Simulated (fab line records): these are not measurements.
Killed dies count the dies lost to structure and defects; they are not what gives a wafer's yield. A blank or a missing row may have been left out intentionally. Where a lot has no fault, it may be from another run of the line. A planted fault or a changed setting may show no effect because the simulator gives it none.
A struck lot beside a sound one    flow ritCmos    15 steps out of a route of 202
Sound: the wafers L297.2, L297.3, L297.4. Struck: wafers L307.4, L307.5. (L307.2 of the same lot was not struck and is left out.) The cause comes at the end.
Order at every step that has rows: each side's tool, ch and its chambers, its first start. Under that, the readings that differ: sound wafers    struck wafers    difference of the means    sigmas: that difference in standard deviations of wafers without a fault.
alike: words and numbers the same on both sides, and readings whose means are apart by under 2 such deviations; not compared: readings that were withheld, readings missing a value for some wafer, numbers with overlapping values and no deviation given by the record, and bounds like >300 which may hide the same value.
The two part at a step that has a row with sigmas, a row that says differs or no value, or rows on one side only. Numbers that don't overlap but have no deviation are shown without sigmas and don't part them. Lack of a reading on every wafer of one side parts them only where that side has two or more wafers.

RIT_GATE_THK_MEAS_07:
  sound on filmMetro-04, day 5 14:02; struck on filmMetro-01, day 6 22:18
  alike: GATE_OXIDE_THK
then, 1 step without rows for these wafers: RIT_GATE_CVD_08 (deposits poly-Si from SiH4, target thk 250 nm, time 2220 s).
RIT_GATE_THK_MEAS_09:
  sound on filmMetro-03, day 5 15:42; struck on filmMetro-01, day 7 00:55
  alike: GATE_POLY_THK
then, 6 steps without rows for these wafers: RIT_GATE_HMDS_10 (prime time 60 s); RIT_GATE_COAT_11 (resist thk 850 nm); RIT_GATE_SOFTBAKE_12 (time 60 s); RIT_GATE_EXPOSE_13 (exposes mask M6, target cd 150 nm); RIT_GATE_PEB_14; RIT_GATE_DEVELOP_15 (develop time 50 s).
RIT_GATE_CD_MEAS_16: the cd target is 150 nm.
  sound on cdSem-02, day 5 16:58; struck on cdSem-02, day 7 02:18
  alike: cdNm
RIT_GATE_OVL_MEAS_17:
  sound on overlay-01, day 5 17:04; struck on overlay-02, day 7 02:25
  alike: GATE_OVL
then, 1 step without rows for these wafers: RIT_GATE_HARDBAKE_18 (time 60 s).
RIT_GATE_ETCH_19: etches poly-Si in SF6/CHF3/O2, stops on SiO2, time 165 s, target depth 312.5 nm.
  sound on rieSi-01 ch 0,1,2, day 5 17:21; struck on rieSi-02 ch 2, day 7 02:50
reading                                   sound              struck       difference  sigmas
oesProductAu (a.u.)                       0.854 0.866 0.866  0.817 0.807  -0.050      -4
runLengthS (s)                            193.2 193.3 193.9  210.2 209.9  +16.6       +47
model.NOVOLAK_of_GATE_COAT_11.thkNm (nm)  670.8 674.6 673.2  665.3 663.7  -8.4        
  alike: drypumpMotorCurrentA, throttleValvePct
  not compared: rfHoursCounterH
RIT_GATE_STRIP_20: strips in O2, time 180 s.
  sound on plasmaAsher-03 ch 0,1, day 5 17:28; struck on plasmaAsher-04 ch 1, day 7 02:56
  alike: drypumpMotorCurrentA, o2FlowSccm
  not compared: rfHoursCounterH
RIT_M1_PROBE_99:
  sound on prober-02, day 6 17:29; struck on prober-02, day 8 00:59
reading           sound  struck  difference  sigmas
killedAtContacts  0 0 0  0 1     +0          +2
  alike: killedAtFrontEnd, killedDies, killedOpen, killedShort
  not compared: model.etest.polyCombOverSteps.leakLog10AUm

WHERE THEY PART
Last at RIT_M1_PROBE_99 as far as this record goes, first at RIT_GATE_ETCH_19.

WHY: whatever the simulator had introduced
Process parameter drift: rieSi-02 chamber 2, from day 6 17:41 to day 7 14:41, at RIT_GATE_ETCH_19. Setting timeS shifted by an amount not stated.
